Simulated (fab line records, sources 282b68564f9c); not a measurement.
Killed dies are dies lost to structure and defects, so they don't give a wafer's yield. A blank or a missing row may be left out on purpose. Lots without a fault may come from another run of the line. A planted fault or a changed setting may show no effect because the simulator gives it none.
fab line records | flow rit_cmos
record lots=5 wafers=15 last_day=7
route steps=202 shown SDANNEAL@156 PSD@157 NSD@158 PLDD@159 NLDD@160 SILICIDE@161 CONTACT@168 M1@184
lots that met no fault: from a run of the same line without faults
start_h: hours from the record's first day to the start of the lot's first wafer shown | wait_h: hours since the lot's step before | " the same as in the row above | L1.1+2: a row that stands for several wafers | - no value, or no start given | * or withheld: withheld | < > ~ a bound
route shown NAME@n: a module of which the file shows steps, and the number in the route of the first | usual: mean/standard deviation of fault-free wafers | same: alike in all rows | chamber/n: place in a boat | sites: the reading at each site | _std_site: their standard deviation | _edge_site: outer sites' mean less inner sites' | radius_mm: how far each site lies from the wafer's centre | mask NAME#n: copy n | behind: the tool/chamber that last shaped the wafer | hold: why the lot was held/for how many hours/how that ended | device: the transistor (n, p or np) that didn't switch | end of line: the same wafers' tests at the end of the route | a step without rows: its recipe alone | killed: dies lost to structure and defects at the first sort, not the wafer's yield | map: a wafer's dies, x killed, . not, _ none there
set.NAME: the setting as run; set.NAME@STEP: as run at that earlier step | model.NAME: the simulator's own value behind a step, which no gauge read
lots at some steps of the route; a table a step, a row a wafer
services: from which hour (start_h, from the record's first day; less than 0 if before it) a tool's chamber was out of use, for how many hours, and why
## steps
# step RIT_SDANNEAL_RTA_03
# recipe temp_c=1050 time_s=5 idle_temp_c=600 ramp_up_c_per_s=342 ramp_down_c_per_s=171 cool_to_c=600 ambient=N2
# usual wafer_temp_C_max=1053.5/1.1
# columns lot.wafer tool chamber start_h wait_h wafer_temp_C_max
L879.2 rtp_anneal-02 0 61.83 0.0 1054.0
L879.3 " 0 " " 1052.2
L879.5 " 0 " " 1053.1
L881.4 rtp_anneal-02 0 72.45 0.0 1052.6
L881.5 " 0 " " 1053.6
L881.6 " 0 " " 1053.8
L890.3 rtp_anneal-01 0 119.53 0.0 1052.9
L890.5 " 0 " " 1052.4
L890.6 " 0 " " 1051.9
L891.1 rtp_anneal-02 0 123.22 0.0 1052.0
L891.4 " 0 " " 1054.8
L891.5 " 0 " " 1054.4
L898.1 rtp_anneal-01 0 160.39 0.0 1054.2
L898.4 " 0 " " 1052.0
L898.5 " 0 " " 1052.7
# step RIT_SDANNEAL_RS_MEAS_04
# recipe thk_meas_gauge=four-point-probe
# usual PSD_RS=116.29/0.29
# columns lot.wafer tool chamber start_h wait_h PSD_RS[ohm/sq]
L879.2 film_metro-01 - 61.90 0.1 116.19
L879.3 " - " " 115.83
L879.5 " - " " 115.75
L881.4 film_metro-01 - 72.54 0.1 115.76
L881.5 " - " " 115.92
L881.6 " - " " 116.09
L890.3 film_metro-02 - 119.61 0.1 116.38
L890.5 " - " " 116.16
L890.6 " - " " 116.35
L891.1 film_metro-04 - 123.28 0.0 116.49
L891.4 " - " " 116.70
L891.5 " - " " 116.76
L898.1 film_metro-04 - 160.45 0.0 116.35
L898.4 " - " " 116.58
L898.5 " - " " 116.42
# step RIT_SDANNEAL_RS_MEAS_05
# recipe thk_meas_gauge=four-point-probe
# usual NSD_RS=85.50/0.3
# columns lot.wafer tool chamber start_h wait_h NSD_RS[ohm/sq]
L879.2 film_metro-01 - 62.02 0.1 85.31
L879.3 " - " " 85.68
L879.5 " - " " 85.26
L881.4 film_metro-01 - 72.66 0.1 85.63
L881.5 " - " " 85.67
L881.6 " - " " 85.84
L890.3 film_metro-02 - 119.73 0.1 85.52
L890.5 " - " " 85.77
L890.6 " - " " 85.37
L891.1 film_metro-04 - 123.40 0.1 85.95
L891.4 " - " " 86.34
L891.5 " - " " 85.90
L898.1 film_metro-04 - 160.57 0.1 85.10
L898.4 " - " " 85.53
L898.5 " - " " 85.50
# step RIT_SDANNEAL_RS_MEAS_06
# recipe thk_meas_gauge=four-point-probe
# usual PLDD_RS=178.7/0.4
# columns lot.wafer tool chamber start_h wait_h PLDD_RS[ohm/sq]
L879.2 film_metro-01 - 62.14 0.1 178.4
L879.3 " - " " 178.1
L879.5 " - " " 177.9
L881.4 film_metro-01 - 72.78 0.1 178.1
L881.5 " - " " 178.3
L881.6 " - " " 178.1
L890.3 film_metro-02 - 119.85 0.1 178.5
L890.5 " - " " 178.7
L890.6 " - " " 178.5
L891.1 film_metro-04 - 123.52 0.1 178.6
L891.4 " - " " 179.4
L891.5 " - " " 178.6
L898.1 film_metro-04 - 160.69 0.1 178.9
L898.4 " - " " 179.4
L898.5 " - " " 178.3
# step RIT_SDANNEAL_RS_MEAS_07
# recipe thk_meas_gauge=four-point-probe
# usual NLDD_RS=151.6/0.57
# columns lot.wafer tool chamber start_h wait_h NLDD_RS[ohm/sq]
L879.2 film_metro-01 - 62.26 0.1 150.9
L879.3 " - " " 151.4
L879.5 " - " " 150.9
L881.4 film_metro-01 - 72.90 0.1 151.4
L881.5 " - " " 151.4
L881.6 " - " " 151.2
L890.3 film_metro-02 - 119.97 0.1 151.9
L890.5 " - " " 152.0
L890.6 " - " " 151.7
L891.1 film_metro-04 - 123.64 0.1 152.0
L891.4 " - " " 151.8
L891.5 " - " " 151.1
L898.1 film_metro-04 - 160.81 0.1 151.0
L898.4 " - " " 151.1
L898.5 " - " " 151.2
# step RIT_SILICIDE_WET_ETCH_00
# recipe chemistry=BOE target=SiO2 target_depth_nm=14 time_s=15 dry=n2_spin dilution=10:1 temp_c=21.5
# step RIT_SILICIDE_SPUTTER_01
# recipe material=Ti target_thk_nm=30 power_w=350 chamber_pressure_pa=0.667 gas=Ar time_s=240 substrate_temp_c=25
# step RIT_SILICIDE_RS_MEAS_02
# recipe thk_meas_gauge=four-point-probe reads=Ti_of_SILICIDE_SPUTTER_01
# usual SILICIDE_TI_RS=47.7/0.91
# columns lot.wafer tool chamber start_h wait_h SILICIDE_TI_RS[ohm/sq]
L879.2 film_metro-02 - 62.54 0.1 48.1
L879.3 " - " " 48.7
L879.5 " - " " 48.9
L881.4 film_metro-02 - 73.18 0.1 48.0
L881.5 " - " " 48.2
L881.6 " - " " 48.1
L890.3 film_metro-03 - 120.25 0.1 48.0
L890.5 " - " " 48.0
L890.6 " - " " 47.1
L891.1 film_metro-03 - 123.92 0.1 47.1
L891.4 " - " " 47.6
L891.5 " - " " 47.0
L898.1 film_metro-02 - 161.10 0.1 45.6
L898.4 " - " " 45.2
L898.5 " - " " 45.9
# step RIT_SILICIDE_THK_MEAS_03
# recipe thk_meas_gauge=xrf reads=Ti_of_SILICIDE_SPUTTER_01
# usual SILICIDE_TI_THK=30.2/0.49
# columns lot.wafer tool chamber start_h wait_h SILICIDE_TI_THK[nm]
L879.2 film_metro-02 - 62.65 0.1 29.8
L879.3 " - " " 29.4
L879.5 " - " " 29.4
L881.4 film_metro-02 - 73.27 0.1 29.9
L881.5 " - " " 29.8
L881.6 " - " " 30.0
L890.3 film_metro-03 - 120.35 0.1 30.2
L890.5 " - " " 30.0
L890.6 " - " " 30.7
L891.1 film_metro-03 - 124.04 0.1 30.6
L891.4 " - " " 30.3
L891.5 " - " " 30.6
L898.1 film_metro-02 - 161.22 0.1 31.0
L898.4 " - " " 31.5
L898.5 " - " " 30.9
# step RIT_SILICIDE_RTA_04
# recipe temp_c=650 time_s=10 idle_temp_c=25 ramp_up_s=5 ramp_down_s=5 cool_to_c=25 ambient=N2
# usual wafer_temp_C_max=652.7/1.2
# columns lot.wafer tool chamber start_h wait_h wafer_temp_C_max
L879.2 rtp_anneal-01 0 62.72 0.1 653.0
L879.3 " 0 " " 653.2
L879.5 " 0 " " 652.6
L881.4 rtp_anneal-01 0 73.34 0.1 653.8
L881.5 " 0 " " 654.1
L881.6 " 0 " " 654.2
L890.3 rtp_anneal-02 0 120.42 0.1 651.6
L890.5 " 0 " " 651.8
L890.6 " 0 " " 651.9
L891.1 rtp_anneal-01 0 124.10 0.1 652.9
L891.4 " 0 " " 654.4
L891.5 " 0 " " 652.9
L898.1 rtp_anneal-02 0 161.28 0.1 651.5
L898.4 " 0 " " 652.1
L898.5 " 0 " " 651.1
# step RIT_SILICIDE_WET_ETCH_05
# recipe chemistry=SPM target=Ti temp_c=90 time_s=120 dry=n2_spin
# step RIT_SILICIDE_RTA_06
# recipe temp_c=750 time_s=10 idle_temp_c=25 ramp_up_s=5 ramp_down_s=10 cool_to_c=25 ambient=N2
# usual wafer_temp_C_max=753.1/1.3
# columns lot.wafer tool chamber start_h wait_h wafer_temp_C_max
L879.2 rtp_anneal-02 0 62.83 0.0 751.5
L879.3 " 0 " " 751.3
L879.5 " 0 " " 750.9
L881.4 rtp_anneal-02 0 73.44 0.0 752.6
L881.5 " 0 " " 752.2
L881.6 " 0 " " 752.0
L890.3 rtp_anneal-01 0 120.53 0.0 752.9
L890.5 " 0 " " 754.0
L890.6 " 0 " " 754.9
L891.1 rtp_anneal-02 0 124.21 0.0 751.8
L891.4 " 0 " " 752.6
L891.5 " 0 " " 752.1
L898.1 rtp_anneal-01 0 161.39 0.0 752.9
L898.4 " 0 " " 755.1
L898.5 " 0 " " 754.6
# step RIT_CONTACT_CVD_00
# recipe material=SiO2 target_thk_nm=400 precursor=TEOS temp_c=390 time_s=62.48 rf_w=400
# usual heater_power_w=332/58
# columns lot.wafer tool chamber start_h wait_h heater_power_w model.SiO2_of_CONTACT_CVD_00.thk_nm
L879.2 pecvd-04 1 62.88 0.0 403 413.2
L879.3 " 2 " " 355 410.2
L879.5 " 0 " " 393 410.1
L881.4 pecvd-02 1 73.50 0.0 257 417.1
L881.5 " 2 " " 398 415.2
L881.6 " 0 " " 337 414.3
L890.3 pecvd-02 0 120.57 0.0 330 408.9
L890.5 " 2 " " 394 417.8
L890.6 " 1 " " 246 416.8
L891.1 pecvd-04 0 124.28 0.1 418 327.9
L891.4 " 0 " " 302 335.1
L891.5 " 2 " " 444 411.7
L898.1 pecvd-02 2 161.45 0.1 330 404.2
L898.4 " 2 " " 352 408.3
L898.5 " 1 " " 242 405.9
# step RIT_CONTACT_THK_MEAS_01
# recipe reads=SiO2_of_CONTACT_CVD_00
# usual CONTACT_TEOS_THK=410/5.1
# columns lot.wafer tool chamber start_h wait_h CONTACT_TEOS_THK[nm]
L879.2 film_metro-04 - 62.94 0.0 413
L879.3 " - " " 410
L879.5 " - " " 410
L881.4 film_metro-04 - 73.56 0.0 417
L881.5 " - " " 415
L881.6 " - " " 415
L890.3 film_metro-04 - 120.64 0.0 409
L890.5 " - " " 418
L890.6 " - " " 417
L891.1 film_metro-02 - 124.33 0.0 328
L891.4 " - " " 335
L891.5 " - " " 412
L898.1 film_metro-04 - 161.50 0.0 404
L898.4 " - " " 408
L898.5 " - " " 406
# step RIT_CONTACT_HMDS_02
# recipe prime_time_s=60 prime_temp_c=140
# step RIT_CONTACT_COAT_03
# recipe resist=NOVOLAK spin_rpm=3250 resist_thk_nm=1000
# step RIT_CONTACT_SOFTBAKE_04
# recipe resist=NOVOLAK temp_c=88.94 time_s=60
# step RIT_CONTACT_EXPOSE_05
# recipe mask_id=M11 na=0.6 source_shape=conventional sigma_outer=0.5 target_cd_nm=1000 dose_mj=250
# step RIT_CONTACT_PEB_06
# recipe resist=NOVOLAK temp_c=withheld time_s=withheld
# step RIT_CONTACT_DEVELOP_07
# recipe resist=NOVOLAK develop_time_s=120 dev_temp_c=23
# step RIT_CONTACT_CD_MEAS_08
# recipe target_cd_nm=1000
# usual cd_nm=999.8/2.1
# columns lot.wafer tool chamber start_h wait_h cd_nm
L879.2 cd_sem-02 - 64.11 - 1001.8
L879.3 " - " " 1000.4
L879.5 " - " " 999.8
L881.4 cd_sem-01 - 74.74 - 999.7
L881.5 " - " " 1000.7
L881.6 " - " " 1000.1
L890.3 cd_sem-01 - 121.69 - 1001.7
L890.5 " - " " 1001.6
L890.6 " - " " 1001.5
L891.1 cd_sem-02 - 125.48 - 997.5
L891.4 " - " " 998.6
L891.5 " - " " 997.8
L898.1 cd_sem-01 - 162.65 - 999.6
L898.4 " - " " 1001.1
L898.5 " - " " 1001.4
# step RIT_CONTACT_OVL_MEAS_09
# usual CONTACT_OVL=-0.3/1.2
# columns lot.wafer tool chamber start_h wait_h CONTACT_OVL[nm]
L879.2 overlay-02 - 64.21 0.1 -1.2
L879.3 " - " " -0.6
L879.5 " - " " -0.5
L881.4 overlay-01 - 74.82 0.1 1.0
L881.5 " - " " 0.4
L881.6 " - " " 0.7
L890.3 overlay-02 - 121.78 0.1 2.2
L890.5 " - " " -0.8
L890.6 " - " " 0.4
L891.1 overlay-02 - 125.60 0.1 1.5
L891.4 " - " " -1.3
L891.5 " - " " -0.1
L898.1 overlay-01 - 162.77 0.1 -0.9
L898.4 " - " " -1.8
L898.5 " - " " -2.0
# step RIT_CONTACT_HARDBAKE_10
# recipe resist=NOVOLAK temp_c=140 time_s=60
# step RIT_CONTACT_ETCH_11
# recipe target_depth_a=4800 over_etch_frac=0.2 stop_on=TiSi2 chemistry=CHF3/CF4/Ar target=SiO2 CHF3_flow_sccm=50 cf4_flow_sccm=10 Ar_flow_sccm=100 O2_flow_sccm=5 pressure_mtorr=100 rf_w=200 time_s=320
# usual drypump_motor_current_A=5.6/0.55 mfc_ar_sccm=100.0/0.32 oes_product_au=0.994/0.015 throttle_valve_pct=8.86/0.14
# columns lot.wafer tool chamber start_h wait_h drypump_motor_current_A mfc_ar_sccm oes_product_au rf_hours_counter_h throttle_valve_pct model.CONTACT.feature_depth_nm model.etch.depth_nm
L879.2 rie_diel-01 2 64.39 0.1 5.5 100.0 0.989 101 8.90 413.2 413.2
L879.3 " 0 " " 6.0 99.8 0.991 6 8.95 410.2 410.2
L879.5 " 3 " " 5.5 100.4 1.007 - 8.78 410.1 410.1
L881.4 rie_diel-04 0 74.99 0.1 5.7 100.3 1.010 3 9.01 417.1 417.1
L881.5 " 0 " " 5.7 100.0 1.007 - 9.01 415.2 415.2
L881.6 " 3 " " 4.7 99.8 1.002 - 9.00 414.3 414.3
L890.3 rie_diel-01 3 121.95 0.1 5.5 99.3 1.007 5 8.79 408.9 408.9
L890.5 " 1 " " 6.3 99.5 1.006 - 8.53 417.8 417.8
L890.6 " 0 " " 6.1 100.1 0.991 - 8.91 416.8 416.8
L891.1 rie_diel-03 3 125.78 0.1 6.3 100.6 0.971 152 8.75 327.9 327.9
L891.4 " 1 " " 4.9 99.9 0.982 - 8.92 335.1 335.1
L891.5 " 3 " " 6.3 100.6 0.985 - 8.75 411.7 411.7
L898.1 rie_diel-03 2 162.96 0.1 5.1 100.1 0.973 7 9.03 404.2 404.2
L898.4 " 3 " " 6.3 100.3 0.969 0 8.75 408.3 408.3
L898.5 " 1 " " 4.9 99.8 0.987 - 8.94 405.9 405.9
# step RIT_CONTACT_STRIP_12
# recipe chemistry=O2 time_s=180 resist=NOVOLAK platen_temp_c=withheld power_w=500 pressure_mtorr=4000 o2_flow_sccm=4000
# usual drypump_motor_current_A=5.2/0.31
# columns lot.wafer tool chamber start_h wait_h drypump_motor_current_A rf_hours_counter_h
L879.2 plasma_asher-04 1 64.59 0.1 5.4 43
L879.3 " 1 " " 5.4 -
L879.5 " 0 " " 4.8 -
L881.4 plasma_asher-01 0 75.24 0.2 5.1 -
L881.5 " 1 " " 5.3 -
L881.6 " 0 " " 5.1 -
L890.3 plasma_asher-02 0 122.21 0.2 5.9 -
L890.5 " 0 " " 5.9 -
L890.6 " 1 " " 4.9 -
L891.1 plasma_asher-01 1 125.98 0.1 5.3 48
L891.4 " 0 " " 5.1 -
L891.5 " 0 " " 5.1 -
L898.1 plasma_asher-01 0 163.15 0.1 5.1 52
L898.4 " 0 " " 5.1 -
L898.5 " 0 " " 5.1 -
# step RIT_CONTACT_CD_MEAS_90
# recipe target_cd_nm=1000
# usual cd_nm=999.9/2.1
# columns lot.wafer tool chamber start_h wait_h cd_nm
L879.2 cd_sem-02 - 64.78 0.1 1002.4
L879.3 " - " " 1000.7
L879.5 " - " " 1000.1
L881.4 cd_sem-01 - 75.41 0.1 999.5
L881.5 " - " " 1000.5
L881.6 " - " " 999.5
L890.3 cd_sem-02 - 122.36 0.1 1001.9
L890.5 " - " " 1001.5
L890.6 " - " " 1001.5
L891.1 cd_sem-02 - 126.15 0.1 997.6
L891.4 " - " " 997.8
L891.5 " - " " 998.0
L898.1 cd_sem-02 - 163.33 0.1 999.7
L898.4 " - " " 1001.0
L898.5 " - " " 1001.5
# step RIT_CONTACT_CLEAN_13
# recipe chemistry=SC1 mix=3:3:50 time_s=600 temp_c=75
# step RIT_CONTACT_CLEAN_14
# recipe chemistry=SC2 mix=3:3:50 time_s=600 temp_c=75 dry=n2_spin
# step RIT_M1_SPUTTER_00
# recipe material=Al target_thk_nm=400 power_w=2057 chamber_pressure_pa=0.4 gas=Ar time_s=500 substrate_temp_c=25
# usual throttle_valve_pct=30.0/0.93
# columns lot.wafer tool chamber start_h wait_h throttle_valve_pct
L879.2 pvd_sputter-02 - 65.23 0.0 29.1
L879.3 " - " " 30.5
L879.5 " - " " 30.5
L881.4 pvd_sputter-02 - 75.84 0.0 29.6
L881.5 " - " " 30.5
L881.6 " - " " 29.0
L890.3 pvd_sputter-04 - 122.81 0.0 27.7
L890.5 " - " " 31.3
L890.6 " - " " 29.5
L891.1 pvd_sputter-02 - 126.64 0.0 30.9
L891.4 " - " " 30.9
L891.5 " - " " 29.3
L898.1 pvd_sputter-04 - 163.82 0.0 29.0
L898.4 " - " " 31.2
L898.5 " - " " 31.4
# step RIT_M1_RS_MEAS_01
# recipe thk_meas_gauge=four-point-probe reads=Al_of_M1_SPUTTER_00
# usual M1_AL_RS=0.0712/0.00077
# columns lot.wafer tool chamber start_h wait_h M1_AL_RS[ohm/sq]
L879.2 film_metro-01 - 65.54 0.2 0.0710
L879.3 " - " " 0.0720
L879.5 " - " " 0.0717
L881.4 film_metro-01 - 76.19 0.2 0.0708
L881.5 " - " " 0.0718
L881.6 " - " " 0.0717
L890.3 film_metro-02 - 123.14 0.2 0.0713
L890.5 " - " " 0.0710
L890.6 " - " " 0.0717
L891.1 film_metro-02 - 126.93 0.1 0.0712
L891.4 " - " " 0.0717
L891.5 " - " " 0.0715
L898.1 film_metro-01 - 164.11 0.1 0.0707
L898.4 " - " " 0.0717
L898.5 " - " " 0.0715
# step RIT_M1_THK_MEAS_02
# recipe thk_meas_gauge=xrf reads=Al_of_M1_SPUTTER_00
# usual M1_AL_THK=410/4.8
# columns lot.wafer tool chamber start_h wait_h M1_AL_THK[nm]
L879.2 film_metro-01 - 65.65 0.1 413
L879.3 " - " " 406
L879.5 " - " " 411
L881.4 film_metro-01 - 76.28 0.1 412
L881.5 " - " " 405
L881.6 " - " " 408
L890.3 film_metro-02 - 123.24 0.1 414
L890.5 " - " " 414
L890.6 " - " " 408
L891.1 film_metro-02 - 127.05 0.1 411
L891.4 " - " " 408
L891.5 " - " " 410
L898.1 film_metro-01 - 164.23 0.1 411
L898.4 " - " " 407
L898.5 " - " " 410
# step RIT_M1_HMDS_03
# recipe prime_time_s=60 prime_temp_c=140
# step RIT_M1_COAT_04
# recipe resist=NOVOLAK spin_rpm=2000 resist_thk_nm=1300
# step RIT_M1_SOFTBAKE_05
# recipe resist=NOVOLAK temp_c=90 time_s=60
# step RIT_M1_EXPOSE_06
# recipe mask_id=M12 na=0.6 source_shape=conventional sigma_outer=0.5 target_cd_nm=2600 dose_mj=250
# step RIT_M1_PEB_07
# recipe resist=NOVOLAK temp_c=withheld time_s=withheld
# step RIT_M1_DEVELOP_08
# recipe resist=NOVOLAK develop_time_s=68 dev_temp_c=23
# step RIT_M1_CD_MEAS_09
# recipe target_cd_nm=2600
# usual cd_nm=2600.7/2.1
# columns lot.wafer tool chamber start_h wait_h cd_nm
L879.2 cd_sem-01 - 66.60 - 2601.1
L879.3 " - " " 2601.7
L879.5 " - " " 2602.6
L881.4 cd_sem-01 - 77.38 - 2598.7
L881.5 " - " " 2599.0
L881.6 " - " " 2598.2
L890.3 cd_sem-02 - 124.20 - 2597.7
L890.5 " - " " 2600.3
L890.6 " - " " 2598.6
L891.1 cd_sem-02 - 127.99 - 2603.0
L891.4 " - " " 2602.8
L891.5 " - " " 2602.5
L898.1 cd_sem-01 - 165.17 - 2602.3
L898.4 " - " " 2602.9
L898.5 " - " " 2601.2
# step RIT_M1_OVL_MEAS_10
# usual M1_OVL=-1.1/1.4
# columns lot.wafer tool chamber start_h wait_h M1_OVL[nm]
L879.2 overlay-02 - 66.71 0.1 -0.5
L879.3 " - " " -1.1
L879.5 " - " " 0.5
L881.4 overlay-01 - 77.46 0.1 -0.3
L881.5 " - " " -0.3
L881.6 " - " " -0.2
L890.3 overlay-02 - 124.29 0.1 -3.2
L890.5 " - " " -4.7
L890.6 " - " " -2.9
L891.1 overlay-02 - 128.11 0.1 -1.2
L891.4 " - " " 0.1
L891.5 " - " " 0.8
L898.1 overlay-02 - 165.29 0.1 -0.2
L898.4 " - " " -1.9
L898.5 " - " " -1.8
# step RIT_M1_HARDBAKE_11
# recipe resist=NOVOLAK temp_c=140 time_s=120
# step RIT_M1_METAL_ETCH_12
# recipe stop_on=SiO2 chemistry=Cl2/BCl3 target=Al time_s=165 over_etch_frac=0.5 pressure_mtorr=100 target_depth_a=6000 rf_w=250 Cl2_flow_sccm=60 bcl3_flow_sccm=50
# usual drypump_motor_current_A=5.6/0.56 mfc_cl2_sccm=60.02/0.19 oes_product_au=0.794/0.0088 throttle_valve_pct=8.28/0.088
# columns lot.wafer tool chamber start_h wait_h drypump_motor_current_A mfc_cl2_sccm oes_product_au rf_hours_counter_h throttle_valve_pct model.SiO2_of_CONTACT_CVD_00.thk_nm
L879.2 rie_metal-02 0 66.99 0.2 4.9 59.92 0.806 4.0 8.40 377.7
L879.3 " 0 " " 4.9 59.96 0.794 - 8.40 374.7
L879.5 " 1 " " 6.1 59.95 0.792 - 8.24 374
L881.4 rie_metal-03 1 77.78 0.1 6.2 59.95 0.795 - 8.13 380.1
L881.5 " 0 " " 5.2 59.97 0.788 - 8.25 379.9
L881.6 " 1 " " 6.2 59.92 0.785 - 8.13 377.5
L890.3 rie_metal-03 0 124.62 0.2 5.2 60.04 0.788 - 8.27 373.2
L890.5 " 1 " " 6.2 60.11 0.795 - 8.15 380.6
L890.6 " 0 " " 5.2 60.37 0.786 - 8.28 381
L891.1 rie_metal-02 1 128.40 0.2 6.1 60.07 0.805 5.0 8.24 291.6
L891.4 " 1 " " 6.1 60.09 0.794 - 8.24 298.9
L891.5 " 0 " " 4.9 59.99 0.797 - 8.39 376.3
L898.1 rie_metal-04 0 165.58 0.2 5.2 60.07 0.801 3.4 8.29 367.2
L898.4 " 1 " " 6.3 59.69 0.783 - 8.38 371.6
L898.5 " 0 " " 5.2 59.82 0.794 - 8.27 369.2
# step RIT_M1_STRIP_13
# recipe chemistry=nmp resist=NOVOLAK temp_c=80 time_s=600 dry=n2_spin
# step RIT_M1_PROBE_99
# usual killed_at_contacts=0.1/0.31 killed_at_front_end=7/3.2 killed_dies=7/3.2 killed_open=3.6/1.9 killed_short=3.6/2
# same gross_dies=264 killed_at_M0_to_M3=0 killed_at_M4_up=0 killed_at_back_side=0 killed_at_other=0
# columns lot.wafer tool chamber start_h wait_h killed_at_contacts killed_at_front_end killed_dies killed_open killed_short model.etest.field_p_metal.vt_v model.etest.nmos_0p15.junction_log10_a_um model.etest.nmos_narrow.off_log10_a_um model.etest.nmos_0p3.off_log10_a_um model.etest.gate_end_array.leak_log10_a_um model.etest.antenna_contact.vt_shift_v
L879.2 prober-02 - 69.31 0.1 0 14 14 9 4 -29.56 -13.43 -13.1 -13.01 -12.88 -0.009725
L879.3 prober-02 - 69.36 0.2 0 6 6 1 5 -29.57 -13.72 -13.19 -13.12 -12.82 -0.01657
L879.5 prober-02 - 69.46 0.2 0 8 8 4 4 -29.17 -13.66 -13.19 -13.1 -12.94 -0.01614
L881.4 prober-02 - 80.13 0.2 1 5 6 2 4 -29.53 -13.53 -13.27 -13.18 -12.88 -0.008072
L881.5 prober-02 - 80.18 0.2 1 5 6 4 2 -30.02 -13.56 -13.28 -13.12 -12.89 -0.01201
L881.6 prober-02 - 80.23 0.2 1 3 4 4 0 -29.68 -13.72 -13.36 -13.12 -12.93 -0.006988
L890.3 prober-01 - 126.94 0.2 0 10 10 3 7 -28.33 -13.45 -13.24 -13.15 -12.94 -0.01281
L890.5 prober-01 - 127.04 0.2 0 6 6 4 2 -29.16 -13.7 -13.35 -13.19 -12.96 -0.0107
L890.6 prober-01 - 127.09 0.2 0 8 8 6 2 -29.11 -13.73 -13.16 -13.02 -12.81 -0.01189
L891.1 prober-02 - 130.65 0.1 0 9 9 4 5 -24.73 -12.84 -12.83 -12.7 -12.57 -0.02688
L891.4 prober-02 - 130.80 0.2 0 6 6 5 1 -25.73 -13.22 -13 -12.97 -12.79 -0.0224
L891.5 prober-02 - 130.85 0.2 0 9 9 5 4 -29.55 -13.34 -13.26 -13.1 -13.03 -0.01356
L898.1 prober-01 - 167.83 0.1 0 10 10 5 5 -28.65 -13.43 -13.08 -13.11 -12.99 -0.008529
L898.4 prober-01 - 167.98 0.2 0 8 8 4 4 -28.67 -13.51 -13.41 -13.13 -13.02 -0.01466
L898.5 prober-01 - 168.03 0.2 0 7 7 3 4 -28.72 -13.2 -13.18 -13.14 -12.98 -0.01428
# killed by level:class
L879.2 SILICIDE:geometric_particle:open=5 SPACER:geometric_particle:short=3 GATE:geometric_particle:open=2 REOX:geometric_particle:open=1 SPACER:geometric_particle:open=1 SILICIDE:geometric_particle:short=1 PSD:coat_microbubble_printed=1
L879.3 FOX1:geometric_particle:short=2 SPACER:geometric_particle:short=2 FOX1:geometric_particle:open=1 REOX:geometric_particle:short=1
L879.5 REOX:geometric_particle:open=2 SILICIDE:geometric_particle:short=2 FOX2:geometric_particle:short=1 GATE:geometric_particle:open=1 SPACER:geometric_particle:short=1 SPACER:geometric_particle:open=1
L881.4 REOX:geometric_particle:short=2 GATE:geometric_particle:short=1 REOX:geometric_particle:open=1 SPACER:geometric_particle:open=1 CONTACT:geometric_particle:short=1
L881.5 FOX1:geometric_particle:open=1 REOX:geometric_particle:open=1 REOX:geometric_particle:short=1 SPACER:geometric_particle:short=1 SILICIDE:geometric_particle:open=1 CONTACT:geometric_particle:open=1
L881.6 GATE:geometric_particle:open=1 REOX:geometric_particle:open=1 SPACER:geometric_particle:open=1 CONTACT:geometric_particle:open=1
L890.3 SPACER:geometric_particle:short=3 FOX2:geometric_particle:short=2 FOX2:geometric_particle:open=1 GATE:geometric_particle:open=1 REOX:geometric_particle:short=1 SPACER:geometric_particle:open=1 SILICIDE:geometric_particle:short=1
L890.5 SPACER:geometric_particle:open=2 GATE:geometric_particle:open=1 REOX:geometric_particle:short=1 REOX:geometric_particle:open=1 SPACER:geometric_particle:short=1
L890.6 FOX2:geometric_particle:open=4 GATE:geometric_particle:open=2 GATE:geometric_particle:short=1 SPACER:geometric_particle:short=1
L891.1 GATE:geometric_particle:short=2 ACTIVE:geometric_particle:open=1 FOX2:geometric_particle:open=1 FOX2:geometric_particle:short=1 GATE:geometric_particle:open=1 SPACER:geometric_particle:short=1 SPACER:geometric_particle:open=1 SILICIDE:geometric_particle:short=1
L891.4 REOX:geometric_particle:open=3 GATE:geometric_particle:open=2 SPACER:geometric_particle:short=1
L891.5 FOX1:geometric_particle:short=2 FOX1:geometric_particle:open=2 SILICIDE:geometric_particle:short=2 FOX2:geometric_particle:open=1 SPACER:geometric_particle:open=1 SILICIDE:geometric_particle:open=1
L898.1 GATE:geometric_particle:short=2 REOX:geometric_particle:open=2 SILICIDE:geometric_particle:short=2 FOX1:geometric_particle:open=1 FOX2:geometric_particle:short=1 GATE:geometric_particle:open=1 SILICIDE:geometric_particle:open=1
L898.4 SILICIDE:geometric_particle:short=2 FOX1:geometric_particle:open=1 FOX1:geometric_particle:short=1 FOX2:geometric_particle:open=1 GATE:geometric_particle:short=1 GATE:geometric_particle:open=1 REOX:geometric_particle:open=1
L898.5 FOX1:geometric_particle:short=3 FOX1:geometric_particle:open=1 GATE:geometric_particle:open=1 REOX:geometric_particle:open=1 SILICIDE:geometric_particle:short=1
## services
# columns tool chamber start_h hours kind
rie_metal-02 1 45.93 1.1 repair
pvd_sputter-02 - 70.40 1.1 repair
plasma_asher-01 - 71.10 1.1 repair
pvd_sputter-04 - 76.67 4.3 repair
rie_diel-04 3 81.63 2.6 repair
plasma_asher-04 - 93.70 0.7 repair
pecvd-04 - 94.75 1.1 repair
pecvd-02 - 107.62 1.2 repair
plasma_asher-04 - 108.75 9.0 pm
plasma_asher-04 0 108.75 9.0 vent_cycle
rie_diel-03 0 115.00 11.6 repair
plasma_asher-04 - 117.75 2.8 pm
rie_diel-01 - 123.80 1.0 repair
pecvd-02 1 131.69 5.8 repair
pecvd-04 - 132.85 0.9 repair
rie_diel-03 3 135.15 - clean
rie_diel-03 3 135.15 15.9 scheduled_down
rie_diel-03 3 135.15 15.9 vent_cycle
pecvd-04 1 140.12 5.6 repair
rie_metal-03 - 141.85 2.8 pm
rie_diel-01 - 148.09 2.8 pm
rie_diel-03 - 149.22 2.8 pm
rie_metal-02 1 151.17 4.6 repair
pvd_sputter-04 - 164.76 7.5 repair
## key
first_sign step=RIT_CONTACT_THK_MEAS_01 reading=CONTACT_TEOS_THK direction=down sigmas=15 usual=410 struck=332
effect none on later readings
model_effect step=RIT_CONTACT_CVD_00 value=SiO2_of_CONTACT_CVD_00.thk_nm without=404.8 struck=331.5
model_effect step=RIT_CONTACT_ETCH_11 value=CONTACT.feature_depth_nm without=404.8 struck=331.5
model_effect step=RIT_M1_METAL_ETCH_12 value=SiO2_of_CONTACT_CVD_00.thk_nm without=368.5 struck=295.2
model_effect step=RIT_M1_PROBE_99 value=etest.field_p_metal.vt_v without=-28.84 struck=-25.23
met_at RIT_CONTACT_CVD_00
struck_wafers L891.1,L891.4
tester_left_out L891
onset_between 62.88 124.28
fault kind=process_parameter_drift tool=pecvd-04 chamber=0 onset_h=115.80 steps=RIT_CONTACT_CVD_00 channel=target_thk_nm offset=-71.543 shape=step end_h=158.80 stated=400
# tester_left_out: of these lots the tester's yield and bins aren't shown, on N5 and GAA mostly nor the transistor test; their killed dies are dies lost to structure and defects alone, not to doping, threshold or leakage, so they don't give the yield
